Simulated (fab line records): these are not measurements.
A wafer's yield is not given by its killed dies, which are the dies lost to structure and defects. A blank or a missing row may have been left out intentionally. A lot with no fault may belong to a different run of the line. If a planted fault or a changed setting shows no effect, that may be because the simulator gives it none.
Problem report, 8D (eight disciplines) form, completed by code :: flow rit-cmos :: the parts of the form that need people (team, actions taken, sign-off) are left out

## 1. WHAT WENT WRONG
A mean of 30.0 is read at RIT_M1_PROBE_99 for killed-at-front-end, taken on 1 wafer of 1 lot, against 6.9 (standard deviation 2.8) on wafers free of any fault. That is +8.3 standard deviations from the usual mean.
The first sign was on wafer L544.2 at day 5 23:17, on prober-01. Wafers with a number at this step in the record: 39, from 13 lots. Rule for "out" (also "out of limits"): further than 4 standard deviations from the usual mean. Any other wafer with a number is counted as sound.

## 2. WHAT IT IS, AND WHAT IT ISN'T
question: which readings at this step
is: killed-at-front-end, killed-dies
is not: killed-at-contacts, killed-open, killed-short

question: which lots
is: L544
is not: L532, L533, L535, L536, L537, L538, L540, L541, L543, L551, L553, L555

question: which wafers of those lots
is: L544.2
is not: L544.3, L544.4

question: read on which tools
is: prober-01
is not: prober-02

question: when
is: from day 5 23:17
is not: up to then (27 sound wafers); but 11 sound wafers of L544, L551, L553, L555 came after

## 3. THE SUSPECTS, EACH WITH WHAT RULES IT OUT
Counting: if a tool at a process step up to the reading ran every lot that is out, it stays a suspect. Sound lots after the first of them don't rule it out here, since some wafers of a struck lot are sound.
- rie-si-01 at RIT_GATE_ETCH_19 (etches poly-Si in SF6/CHF3/O2, stops on SiO2, time 165 s, target depth 312.5 nm): kept. L544, the lot that is out, went through it at day 5 02:21; up to then, the latest sound lot through it was L540 at day 4 09:55.
- prober-01 at RIT_M1_PROBE_99: kept. L544, the lot that is out, went through it at day 5 23:17; up to then, the latest sound lot through it was L540 at day 5 06:44. On those wafers its own readings are out: killed-at-front-end, killed-dies.
- Within rie-si-01 at RIT_GATE_ETCH_19: the wafers that are out ran in chamber 1; their sound lot-mates ran in chambers 0, 2.
What counting leaves: rie-si-01 at RIT_GATE_ETCH_19 and prober-01 at RIT_M1_PROBE_99.

## 4. THE CAUSE (what the simulator had put in)
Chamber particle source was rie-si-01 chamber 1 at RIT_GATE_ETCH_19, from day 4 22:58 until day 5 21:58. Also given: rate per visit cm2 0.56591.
This tool is one of the 2 suspects left after counting.

## 5. SEQUENCE OF EFFECTS, ordered by route
Each row: a reading where the mean over the struck wafers with a number is more than 3 standard deviations away from the usual. Only readings for which the record gives a usual standard deviation are gone through. hours: the time from each lot's start at the first step in this table that gives one to its start at this step, as a median over the lots. sigmas: the change in usual standard deviations.
hours: 0
step: RIT_M1_PROBE_99
reading: killed-at-front-end
usual: 6.9
on struck wafers: 30.0
change: +23.1
sigmas: +8.3

hours: 0
step: RIT_M1_PROBE_99
reading: killed-dies
usual: 7.0
on struck wafers: 30.0
change: +23.0
sigmas: +8.2
Here are the process steps it includes:
- RIT_M1_PROBE_99

## 6. WHAT WOULD HAVE CAUGHT IT SOONER
In this record the first reading out of limits was taken at day 5 23:17, 24 hours after the fault began at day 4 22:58.
Tool readings at RIT_GATE_ETCH_19 with a usual standard deviation given in the record: none out on any struck wafer, hence no alarm at a limit of 4 standard deviations on them.
Each of the lots that are out, 1 in all, had begun RIT_GATE_ETCH_19 on rie-si-01 no later than day 5 23:17. Tool hold at that time: it would have spared none of them.
